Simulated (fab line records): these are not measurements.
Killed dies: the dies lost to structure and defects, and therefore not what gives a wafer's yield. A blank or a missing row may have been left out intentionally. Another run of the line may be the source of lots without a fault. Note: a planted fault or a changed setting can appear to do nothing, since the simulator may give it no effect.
A struck lot beside a sound one / flow rit_cmos / 15 steps out of a route of 202
Sound: these wafers, L374.1, L374.2, L374.3. Wafers L386.1, L386.2, L386.6 were the ones struck. The cause is named last.
Each step with rows lists, per side, the tool, then ch with its chambers, then its first start. Under that, the readings that differ: sound wafers / struck wafers / difference of the means / sigmas: that difference in standard deviations of wafers without a fault.
alike: words and numbers the same on both sides, and readings whose means are apart by under 2 such deviations; not compared: readings that were withheld, readings missing a value for some wafer, numbers with overlapping values and no deviation given by the record, and bounds like >300 which may hide the same value.
A row with sigmas, a row that says differs or no value, or rows on one side alone: a step with any of these is where the two part. When numbers do not overlap yet have no deviation, they are printed without sigmas and do not part them. A reading that every wafer of one side lacks parts them only if that side has two wafers or more.

RIT_SPACER_ETCHBACK_05: etches Si3N4 in SF6/CHF3, stops on SiO2, target depth 250 nm, time 240 s.
  sound on rie_diel-01 ch 0,2,3, day 3 04:06; struck on rie_diel-01 ch 1,3, day 5 15:33
  alike: drypump_motor_current_A, oes_product_au, rf_fwd_power_W, throttle_valve_pct
  not compared: rf_hours_counter_h
then, 6 steps without rows for these wafers: RIT_NSD_HMDS_00 (prime time 60 s); RIT_NSD_COAT_01 (resist thk 1000 nm); RIT_NSD_SOFTBAKE_02 (time 60 s); RIT_NSD_EXPOSE_03 (exposes mask M9, target cd 40700 nm); RIT_NSD_PEB_04; RIT_NSD_DEVELOP_05 (develop time 50 s).
RIT_NSD_OVL_MEAS_06:
  sound on overlay-01, day 3 05:14; struck on overlay-02, day 5 16:40
reading=NSD_OVL (nm); sound=3.5 2.8 2.6; struck=-0.4 0.5 0.4; difference=-2.8; sigmas=-2
then, 2 steps without rows for these wafers: RIT_NSD_HARDBAKE_07 (time 60 s); RIT_NSD_IMPLANT_08.
RIT_NSD_STRIP_09: strips in O2, time 180 s.
  sound on plasma_asher-01 ch 0,1, day 3 05:34; struck on plasma_asher-02 ch 0,1, day 5 17:01
  alike: drypump_motor_current_A, o2_flow_sccm
  not compared: rf_hours_counter_h
RIT_NSD_TW_MEAS_10:
  sound on film_metro-01, day 3 05:44; struck on film_metro-03, day 5 17:11
  alike: NSD_TW
RIT_PSD_HMDS_00: prime time 60 s.
  sound on litho_track-02 ch 0, day 3 05:48; struck on litho_track-03 ch 0, day 5 17:14
reading=prime_temp_c (C); sound=139.76 139.94 139.75; struck=141.71 141.46 141.60; difference=+1.77; sigmas=+14
then, 1 step without rows for these wafers: RIT_PSD_COAT_01 (resist thk 1000 nm).
RIT_M1_PROBE_99:
  sound on prober-01, day 3 15:26; struck on prober-01, day 6 02:45
  alike: killed_at_front_end, killed_dies, killed_open, killed_short

== WHERE THEY PART ==
Earliest at RIT_NSD_OVL_MEAS_06; latest, in this record, at RIT_PSD_HMDS_00. Later steps at which nothing parts them and some readings are alike: RIT_M1_PROBE_99.

WHY: what the simulator had put in
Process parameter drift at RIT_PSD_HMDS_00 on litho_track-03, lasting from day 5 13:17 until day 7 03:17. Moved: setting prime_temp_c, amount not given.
